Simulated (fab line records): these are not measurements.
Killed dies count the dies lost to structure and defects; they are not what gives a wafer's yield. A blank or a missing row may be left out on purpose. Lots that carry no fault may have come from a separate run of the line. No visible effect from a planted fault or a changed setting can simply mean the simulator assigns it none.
What tool caused it? | flow berkeleyCmos170 | 21 wafers from 7 lots sampled at 4 of the route's 331 steps

WHAT EACH GAUGE READ, for each wafer
UCB170_M1_CD_MEAS_09: target cd 700 nm.
lot  | measured     | on       | cdNm (nm)
L426 | day 9 14:24  | cdSem-01 | 698.9 699.3 699.2
L429 | day 10 13:01 | cdSem-02 | 699.3 698.8 699.5
L432 | day 10 13:43 | cdSem-02 | 700.1 699.3 699.5
L428 | day 10 14:19 | cdSem-01 | 700.2 699.5 699.5
L438 | day 11 23:17 | cdSem-02 | 698.8 698.7 696.7
L440 | day 12 09:06 | cdSem-01 | 739.9 739.8 739.9
L442 | day 12 22:07 | cdSem-02 | 726.3 724.9 725.7

WHAT TOOL EACH LOT RAN ON (gives the tool, then ch and the chambers of the sampled wafers, and finally the start)
lot  | UCB170_NSD_STRIP_09                 | UCB170_BACKSIDE_STRIP_03            | UCB170_M1_PEB_07
L426 | plasmaAsher-03 ch 0,1, day 9 01:28  | plasmaAsher-03 ch 0,1, day 9 03:47  | lithoTrack-04 ch 0, day 9 14:08
L429 | plasmaAsher-04 ch 0,1, day 9 23:26  | plasmaAsher-01 ch 0,1, day 10 00:45 | lithoTrack-02 ch 0, day 10 12:44
L432 | plasmaAsher-04 ch 0,1, day 9 23:47  | plasmaAsher-02 ch 0,1, day 10 01:28 | lithoTrack-01 ch 0, day 10 13:26
L428 | plasmaAsher-02 ch 0,1, day 10 00:20 | plasmaAsher-03 ch 0,1, day 10 02:02 | lithoTrack-01 ch 0, day 10 14:03
L438 | plasmaAsher-04 ch 0,1, day 11 13:14 | plasmaAsher-02 ch 0,1, day 11 14:07 | lithoTrack-02 ch 0, day 11 22:58
L440 | plasmaAsher-02 ch 0,1, day 11 23:28 | plasmaAsher-01 ch 0,1, day 12 00:20 | lithoTrack-04 ch 0, day 12 08:50
L442 | plasmaAsher-03 ch 0,1, day 12 13:04 | plasmaAsher-02 ch 0,1, day 12 14:01 | lithoTrack-04 ch 0, day 12 21:51
- UCB170_NSD_STRIP_09: strips in O2.
- UCB170_BACKSIDE_STRIP_03: strips in O2.
- UCB170_M1_PEB_07

THE ANSWER, worked out from the rows above alone
Rule: the lots themselves supply what counts as usual. Put in order of their means at a reading, lots are off if they are a third of the lots or fewer, leave a main group of 4 or more, and stand apart from it by a gap of 3 or more times the standard deviation of the main group's means; of several such gaps the widest counts. Not used: any main group whose means are identical at the precision the tables above print for the reading. A lot without any number at a reading at which 4 lots or more have one is off too. Any other lot the step has rows for is counted as sound.
Off: L440, L442 (UCB170_M1_CD_MEAS_09, cdNm). Mean 699.2 nm and standard deviation 0.59 in the main group.
If a tool, at a process step before that reading, ran all the lots that are off and no sound lot after the first of them, it fits. Gauges at UCB170_M1_CD_MEAS_09: tried the same way as those tools. One fits: UCB170_M1_PEB_07 on lithoTrack-04. A fault onset in the window from L426 (day 9 14:08, its last sound lot) to L440 (day 12 08:50, its first lot off) fits.

WHAT HAD BEEN PUT IN BY THE SIMULATOR
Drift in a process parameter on lithoTrack-04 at UCB170_M1_PEB_07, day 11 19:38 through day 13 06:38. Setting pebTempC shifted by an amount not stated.
Struck lots among those shown: L440, L442. Same finding as the rule above.
